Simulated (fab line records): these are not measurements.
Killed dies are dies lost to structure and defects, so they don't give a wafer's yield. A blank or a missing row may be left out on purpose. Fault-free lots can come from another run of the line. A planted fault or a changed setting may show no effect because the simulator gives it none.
fab line records ; flow rit_cmos
record: lots: 15; wafers: 45; last_day: 7
route steps=202 shown PRETRO@73 FOX2@80 GATE@89
lots that met no fault: from a run of the same line without faults
start_h: start of the lot's first displayed wafer, in hours after the record's first day ; wait_h: how many hours have passed since the lot's step before this one ; " same as the row above ; L1.1+2: several wafers, shown together as one row ; - value missing, or start not given ; * or withheld: withheld ; < > ~ a bound
route shown NAME@n: a module of which the file shows steps, and the number in the route of the first ; usual: the fault-free wafers' mean and standard deviation ; same: alike in all rows ; chamber/n: place in a boat ; sites: per-site readings ; _std_site: their standard deviation ; _edge_site: mean of outer sites minus mean of inner sites ; radius_mm: how far each site lies from the wafer's centre ; mask NAME#n: copy n ; behind: the tool/chamber that last shaped the wafer ; hold: reason for holding the lot/hours on hold/outcome of the hold ; device: names the non-switching transistor (n, p or np) ; end of line: tests of these same wafers at the route's end ; a step given without rows: its recipe and nothing more ; killed: dies that structure and defects cost at the first sort, which is not the same as the wafer's yield ; map: shows each die of a wafer: x if killed, . if not, _ if none is there
set.NAME: the setting as run; set.NAME@STEP: as run at that earlier step ; model.NAME: the simulator's own value behind a step, which no gauge read
one table for each step of the route and one row for each wafer, over a sample of lots
services: the hour from which a tool's chamber was out of use, counted from the record's first day as start_h (under 0 if before that day), plus the number of hours and why
== steps ==
step: RIT_PRETRO_STRIP_09
recipe: chemistry: O2; time_s: 180; resist: NOVOLAK; platen_temp_c: withheld; power_w: 500; pressure_mtorr: 4000; o2_flow_sccm: 4000
usual: drypump_motor_current_A: 5.7/0.49
lot.wafer;tool;chamber;start_h;wait_h;drypump_motor_current_A;rf_hours_counter_h
L987.1;plasma_asher-02;1;31.87;0.1;5.1;22
L987.4;plasma_asher-02;0;31.87;0.1;6.1;-
L987.5;plasma_asher-02;1;31.87;0.1;5.1;-
L988.1;plasma_asher-04;1;35.86;0.1;6.3;40
L988.2;plasma_asher-04;0;35.86;0.1;5.9;40
L988.4;plasma_asher-04;0;35.86;0.1;5.9;-
L989.2;plasma_asher-02;1;40.93;0.1;5.1;23
L989.4;plasma_asher-02;1;40.93;0.1;5.1;-
L989.5;plasma_asher-02;0;40.93;0.1;6.1;-
L992.1;plasma_asher-03;0;56.54;0.1;5.2;43
L992.3;plasma_asher-03;0;56.54;0.1;5.1;-
L992.5;plasma_asher-03;1;56.54;0.1;6.1;-
L994.1;plasma_asher-02;0;67.67;0.1;6.1;26
L994.2;plasma_asher-02;1;67.67;0.1;5.1;26
L994.5;plasma_asher-02;0;67.67;0.1;6.1;-
L995.3;plasma_asher-03;1;73.02;0.1;6.1;-
L995.4;plasma_asher-03;0;73.02;0.1;5.2;-
L995.6;plasma_asher-03;0;73.02;0.1;5.2;-
L996.1;plasma_asher-04;1;78.13;0.1;6.3;44
L996.3;plasma_asher-04;0;78.13;0.1;5.8;-
L996.5;plasma_asher-04;1;78.13;0.1;6.3;-
L998.2;plasma_asher-04;1;86.86;0.1;6.3;45
L998.4;plasma_asher-04;1;86.86;0.1;6.2;-
L998.6;plasma_asher-04;1;86.86;0.1;6.3;-
L101.2;plasma_asher-02;0;107.99;0.1;6.1;30
L101.3;plasma_asher-02;1;107.99;0.1;5.1;-
L101.5;plasma_asher-02;1;107.99;0.1;5.1;-
L104.2;plasma_asher-03;0;118.71;0.1;5.1;48
L104.4;plasma_asher-03;0;118.71;0.1;5.1;-
L104.6;plasma_asher-03;0;118.71;0.1;5.1;-
L105.2;plasma_asher-02;0;125.56;0.1;6.1;32
L105.3;plasma_asher-02;0;125.56;0.1;6.1;-
L105.4;plasma_asher-02;1;125.56;0.1;5.1;-
L107.2;plasma_asher-03;0;133.45;0.1;5.1;50
L107.4;plasma_asher-03;1;133.45;0.1;6.1;-
L107.5;plasma_asher-03;1;133.45;0.1;6.1;-
L108.3;plasma_asher-02;0;138.64;0.1;6.1;-
L108.4;plasma_asher-02;1;138.64;0.1;5.1;-
L108.5;plasma_asher-02;1;138.64;0.1;5.1;-
L109.4;plasma_asher-04;1;142.80;0.1;6.3;-
L109.5;plasma_asher-04;1;142.80;0.1;6.3;-
L109.6;plasma_asher-04;0;142.80;0.1;5.9;-
L110.2;plasma_asher-04;0;146.54;0.1;5.9;3
L110.5;plasma_asher-04;0;146.54;0.1;5.9;-
L110.6;plasma_asher-04;1;146.54;0.1;6.3;-
step: RIT_FOX2_THK_MEAS_91
recipe: reads: SiO2_of_FOX2_OXIDATION_00
usual: FIELD_OXIDE_LEFT_2_THK: 250/7.1
lot.wafer;tool;chamber;start_h;wait_h;FIELD_OXIDE_LEFT_2_THK[nm]
L987.1;film_metro-03;-;32.54;0.0;245
L987.4;film_metro-03;-;32.54;0.0;249
L987.5;film_metro-03;-;32.54;0.0;250
L988.1;film_metro-04;-;36.55;0.0;254
L988.2;film_metro-04;-;36.55;0.0;255
L988.4;film_metro-04;-;36.55;0.0;255
L989.2;film_metro-04;-;41.62;0.0;249
L989.4;film_metro-04;-;41.62;0.0;251
L989.5;film_metro-04;-;41.62;0.0;246
L992.1;film_metro-02;-;57.19;0.0;246
L992.3;film_metro-02;-;57.19;0.0;248
L992.5;film_metro-02;-;57.19;0.0;241
L994.1;film_metro-02;-;68.34;0.0;249
L994.2;film_metro-02;-;68.34;0.0;249
L994.5;film_metro-02;-;68.34;0.0;252
L995.3;film_metro-02;-;73.64;0.0;247
L995.4;film_metro-02;-;73.64;0.0;248
L995.6;film_metro-02;-;73.64;0.0;247
L996.1;film_metro-02;-;78.85;0.0;248
L996.3;film_metro-02;-;78.85;0.0;243
L996.5;film_metro-02;-;78.85;0.0;241
L998.2;film_metro-02;-;87.52;0.0;246
L998.4;film_metro-02;-;87.52;0.0;254
L998.6;film_metro-02;-;87.52;0.0;239
L101.2;film_metro-04;-;108.65;0.0;259
L101.3;film_metro-04;-;108.65;0.0;262
L101.5;film_metro-04;-;108.65;0.0;256
L104.2;film_metro-03;-;119.37;0.0;259
L104.4;film_metro-03;-;119.37;0.0;256
L104.6;film_metro-03;-;119.37;0.0;253
L105.2;film_metro-02;-;126.22;0.0;237
L105.3;film_metro-02;-;126.22;0.0;236
L105.4;film_metro-02;-;126.22;0.0;239
L107.2;film_metro-02;-;134.12;0.0;254
L107.4;film_metro-02;-;134.12;0.0;254
L107.5;film_metro-02;-;134.12;0.0;254
L108.3;film_metro-02;-;139.29;0.0;258
L108.4;film_metro-02;-;139.29;0.0;259
L108.5;film_metro-02;-;139.29;0.0;253
L109.4;film_metro-04;-;143.44;0.0;238
L109.5;film_metro-04;-;143.44;0.0;245
L109.6;film_metro-04;-;143.44;0.0;240
L110.2;film_metro-04;-;147.42;0.0;253
L110.5;film_metro-04;-;147.42;0.0;250
L110.6;film_metro-04;-;147.42;0.0;255
step: RIT_GATE_EXPOSE_13
recipe: mask_id: M6; na: 0.6; source_shape: conventional; sigma_outer: 0.6; target_cd_nm: 150; dose_mj: 380
usual: exposure_dose_mJ_cm2: 380.0/0.34; focus_offset_nm: -0.1/0.44; sigma_outer: 0.6/0
lot.wafer;tool;chamber;start_h;wait_h;mask;exposure_dose_mJ_cm2;focus_offset_nm;sigma_outer
L987.1;iline_stepper-01;0;36.94;0.1;M6#0;379.5;0.3;0.6
L987.4;iline_stepper-01;0;36.94;0.1;M6#0;380.0;0.6;0.6
L987.5;iline_stepper-01;0;36.94;0.1;M6#0;379.5;0.3;0.6
L988.1;iline_stepper-02;0;40.69;0.2;M6#0;379.7;-0.3;0.6
L988.2;iline_stepper-02;0;40.69;0.2;M6#0;379.9;-0.4;0.6
L988.4;iline_stepper-02;0;40.69;0.2;M6#0;380.5;-0.7;0.6
L989.2;iline_stepper-01;0;46.94;0.2;M6#0;380.1;0.1;0.6
L989.4;iline_stepper-01;0;46.94;0.2;M6#0;380.0;-0.3;0.6
L989.5;iline_stepper-01;0;46.94;0.2;M6#0;379.9;0.0;0.6
L992.1;iline_stepper-02;0;62.24;0.3;M6#0;380.3;-1.5;0.6
L992.3;iline_stepper-02;0;62.24;0.3;M6#0;380.4;-0.5;0.6
L992.5;iline_stepper-02;0;62.24;0.3;M6#0;380.2;-0.6;0.6
L994.1;iline_stepper-01;-;73.23;0.1;M6#0;-;-;-
L994.2;iline_stepper-01;-;73.23;0.1;M6#0;-;-;-
L994.5;iline_stepper-01;-;73.23;0.1;M6#0;-;-;-
L995.3;iline_stepper-01;-;77.40;0.1;M6#0;-;-;-
L995.4;iline_stepper-01;-;77.40;0.1;M6#0;-;-;-
L995.6;iline_stepper-01;-;77.40;0.1;M6#0;-;-;-
L996.1;iline_stepper-02;-;82.55;0.2;M6#0;-;-;-
L996.3;iline_stepper-02;-;82.55;0.2;M6#0;-;-;-
L996.5;iline_stepper-02;-;82.55;0.2;M6#0;-;-;-
L998.2;iline_stepper-02;0;96.56;0.1;M6#0;379.9;0.1;0.6
L998.4;iline_stepper-02;0;96.56;0.1;M6#0;380.1;-0.1;0.6
L998.6;iline_stepper-02;0;96.56;0.1;M6#0;380.1;0.0;0.6
L101.2;iline_stepper-02;0;115.46;0.1;M6#0;379.3;-0.3;0.6
L101.3;iline_stepper-02;0;115.46;0.1;M6#0;379.7;-0.2;0.6
L101.5;iline_stepper-02;0;115.46;0.1;M6#0;380.1;0.2;0.6
L104.2;iline_stepper-01;0;128.45;0.2;M6#0;379.8;0.6;0.6
L104.4;iline_stepper-01;0;128.45;0.2;M6#0;380.1;-0.1;0.6
L104.6;iline_stepper-01;0;128.45;0.2;M6#0;379.8;0.2;0.6
L105.2;iline_stepper-01;0;130.75;0.1;M6#0;380.0;-0.3;0.6
L105.3;iline_stepper-01;0;130.75;0.1;M6#0;379.6;-0.1;0.6
L105.4;iline_stepper-01;0;130.75;0.1;M6#0;380.3;0.0;0.6
L107.2;iline_stepper-02;0;138.50;0.1;M6#0;380.0;-0.6;0.6
L107.4;iline_stepper-02;0;138.50;0.1;M6#0;380.0;0.4;0.6
L107.5;iline_stepper-02;0;138.50;0.1;M6#0;379.9;0.2;0.6
L108.3;iline_stepper-02;0;143.00;0.2;M6#0;380.6;-0.4;0.6
L108.4;iline_stepper-02;0;143.00;0.2;M6#0;379.5;-0.4;0.6
L108.5;iline_stepper-02;0;143.00;0.2;M6#0;379.7;0.3;0.6
L109.4;iline_stepper-02;0;147.04;0.1;M6#0;379.8;0.8;0.6
L109.5;iline_stepper-02;0;147.04;0.1;M6#0;379.7;0.2;0.6
L109.6;iline_stepper-02;0;147.04;0.1;M6#0;379.6;1.0;0.6
L110.2;iline_stepper-01;0;151.12;0.2;M6#0;379.9;0.0;0.6
L110.5;iline_stepper-01;0;151.12;0.2;M6#0;380.5;-0.4;0.6
L110.6;iline_stepper-01;0;151.12;0.2;M6#0;379.9;0.0;0.6
step: RIT_GATE_STRIP_20
recipe: chemistry: O2; time_s: 180; resist: NOVOLAK; platen_temp_c: withheld; power_w: 500; pressure_mtorr: 4000; o2_flow_sccm: 4000
usual: drypump_motor_current_A: 5.7/0.43
lot.wafer;tool;chamber;start_h;wait_h;drypump_motor_current_A;rf_hours_counter_h
L987.1;plasma_asher-03;0;37.76;0.1;5.1;40
L987.4;plasma_asher-03;1;37.76;0.1;6.1;-
L987.5;plasma_asher-03;1;37.76;0.1;6.1;-
L988.1;plasma_asher-01;0;41.50;0.1;5.6;39
L988.2;plasma_asher-01;1;41.50;0.1;5.9;39
L988.4;plasma_asher-01;1;41.50;0.1;5.9;-
L989.2;plasma_asher-03;1;47.76;0.1;6.1;42
L989.4;plasma_asher-03;1;47.76;0.1;6.1;-
L989.5;plasma_asher-03;0;47.76;0.1;5.2;-
L992.1;plasma_asher-03;0;63.05;0.1;5.1;43
L992.3;plasma_asher-03;1;63.05;0.1;6.1;-
L992.5;plasma_asher-03;0;63.05;0.1;5.2;-
L994.1;plasma_asher-03;1;74.04;0.1;6.1;44
L994.2;plasma_asher-03;0;74.04;0.1;5.2;44
L994.5;plasma_asher-03;0;74.04;0.1;5.1;-
L995.3;plasma_asher-02;0;78.38;0.1;6.1;-
L995.4;plasma_asher-02;1;78.38;0.1;5.1;-
L995.6;plasma_asher-02;0;78.38;0.1;6.1;-
L996.1;plasma_asher-02;1;83.36;0.1;5.1;28
L996.3;plasma_asher-02;1;83.36;0.1;5.1;-
L996.5;plasma_asher-02;0;83.36;0.1;6.1;-
L998.2;plasma_asher-01;1;97.52;0.1;5.9;44
L998.4;plasma_asher-01;0;97.52;0.1;5.6;-
L998.6;plasma_asher-01;0;97.52;0.1;5.6;-
L101.2;plasma_asher-02;0;116.30;0.1;6.2;31
L101.3;plasma_asher-02;0;116.30;0.1;6.2;-
L101.5;plasma_asher-02;1;116.30;0.1;5.1;-
L104.2;plasma_asher-03;1;129.24;0.1;6.1;50
L104.4;plasma_asher-03;1;129.24;0.1;6.1;-
L104.6;plasma_asher-03;0;129.24;0.1;5.2;-
L105.2;plasma_asher-02;1;131.54;0.1;5.1;33
L105.3;plasma_asher-02;1;131.54;0.1;5.1;-
L105.4;plasma_asher-02;0;131.54;0.1;6.1;-
L107.2;plasma_asher-01;1;139.30;0.1;5.8;50
L107.4;plasma_asher-01;1;139.30;0.1;5.9;-
L107.5;plasma_asher-01;0;139.30;0.1;5.6;-
L108.3;plasma_asher-02;1;144.09;0.1;5.1;-
L108.4;plasma_asher-02;0;144.09;0.1;6.1;-
L108.5;plasma_asher-02;1;144.09;0.1;5.1;-
L109.4;plasma_asher-01;0;147.86;0.1;5.5;-
L109.5;plasma_asher-01;0;147.86;0.1;5.5;-
L109.6;plasma_asher-01;1;147.86;0.1;5.9;-
L110.2;plasma_asher-01;0;152.01;0.1;5.6;51
L110.5;plasma_asher-01;1;152.01;0.1;5.9;-
L110.6;plasma_asher-01;0;152.01;0.1;5.6;-
== services ==
tool;chamber;start_h;hours;kind
plasma_asher-02;-;25.15;1.0;repair
iline_stepper-02;-;36.43;1.7;pm
plasma_asher-04;-;71.89;1.8;repair
plasma_asher-03;-;86.78;4.0;pm
iline_stepper-01;-;96.99;1.7;pm
plasma_asher-04;-;108.75;9.0;pm
plasma_asher-04;0;108.75;9.0;vent_cycle
plasma_asher-04;1;108.75;9.0;vent_cycle
plasma_asher-04;0;117.75;-;clean
plasma_asher-04;1;117.75;-;clean
plasma_asher-04;-;126.51;5.2;repair
== key ==
first_sign: step: RIT_GATE_EXPOSE_13; reading: tool_record; direction: missing
effect none on later readings
met_at RIT_GATE_EXPOSE_13
struck_lots L994,L995,L996
later_rows_left_out L994.1,L994.2,L994.5,L995.3,L995.4,L995.6,L996.1,L996.3,L996.5
sort_left_out L994.1,L994.2,L994.5,L995.3,L995.4,L995.6,L996.1,L996.3,L996.5
tester_left_out L994,L995,L996
not_acting_at RIT_PRETRO_STRIP_09,RIT_FOX2_THK_MEAS_91,RIT_GATE_STRIP_20
onset_between 62.24 73.23
fault: kind: skipped_step_whole; tool: iline_stepper-01,iline_stepper-02; chamber: -; onset_h: 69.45; steps: RIT_GATE_EXPOSE_13; scope: struck_lots_only
tester_left_out: of these lots the tester's yield and bins aren't shown, on N5 and GAA mostly nor the transistor test; their killed dies are dies lost to structure and defects alone, not to doping, threshold or leakage, so they don't give the yield
sort_left_out: the simulated sort isn't trusted on such a fault, so these wafers' sort isn't shown, and their yield isn't known
later_rows_left_out: the simulator's readings of these wafers behind a module that went badly wrong aren't trusted and aren't shown, but for the sort
